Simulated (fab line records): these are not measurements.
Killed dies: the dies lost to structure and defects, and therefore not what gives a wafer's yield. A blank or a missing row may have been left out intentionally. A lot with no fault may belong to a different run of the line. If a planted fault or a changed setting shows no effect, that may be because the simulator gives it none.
Which tool was responsible? ; flow rit cmos ; 18 wafers from 6 lots sampled at 2 of the route's 202 steps

## WHAT EACH GAUGE READ, for each wafer
RIT_CONTACT_THK_MEAS_01.
lot;measured;on;CONTACT_TEOS_THK (nm)
L448;day 3 13:25;film metro-03;400 403 409
L451;day 4 03:24;film metro-02;397 403 407
L454;day 4 14:20;film metro-03;408 406 406
L456;day 5 01:23;film metro-03;389 401 394
L465;day 7 01:48;film metro-02;394 397 542 394 397 542
L469;day 7 20:00;film metro-02;400 403 403

## EACH LOT AND THE TOOL THAT RAN IT (in order: tool; ch and the chambers of the sampled wafers; start)
lot;RIT_CONTACT_CVD_00
L448;pecvd-02 ch 0,2, day 3 13:22
L451;pecvd-02 ch 1,2, day 4 03:20
L454;pecvd-03 ch 0,1,2, day 4 14:17
L456;pecvd-02 ch 0,1, day 5 01:20
L465;pecvd-02 ch 1,2, day 7 01:44
L469;pecvd-04 ch 0,1,2, day 7 19:56
- RIT_CONTACT_CVD_00: deposits SiO2 from TEOS, target thk 400 nm, time 61 s.

## THE ANSWER, worked out from the rows above alone
Rule: what is usual is taken from the lots themselves. Put in order of their means at a reading, lots are off if they are a third of the lots or fewer, leave a main group of 4 or more, and stand apart from it by a gap of 3 or more times the standard deviation of the main group's means; of several such gaps the widest counts. The tables above print the reading to a certain number of digits; a main group whose means all agree to those digits is not used. A lot without any number at a reading at which 4 lots or more have one is off too. The other lots that the step has rows for count as sound.
Off: L465, at RIT_CONTACT_THK_MEAS_01 (CONTACT_TEOS_THK). Mean 402 nm and standard deviation 4 in the main group.
If a tool, at a process step before that reading, ran all the lots that are off and no sound lot after the first of them, it fits. The gauges at RIT_CONTACT_THK_MEAS_01 are tried like those tools. One fits: pecvd-02 at RIT_CONTACT_CVD_00. Its last sound lot is L456 (day 5 01:20), its first lot that is off L465 (day 7 01:44): a fault that began between those two fits.

## WHAT THE SIMULATOR PUT IN
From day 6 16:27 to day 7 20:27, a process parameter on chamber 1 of pecvd-02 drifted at RIT_CONTACT_CVD_00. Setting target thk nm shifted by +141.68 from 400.
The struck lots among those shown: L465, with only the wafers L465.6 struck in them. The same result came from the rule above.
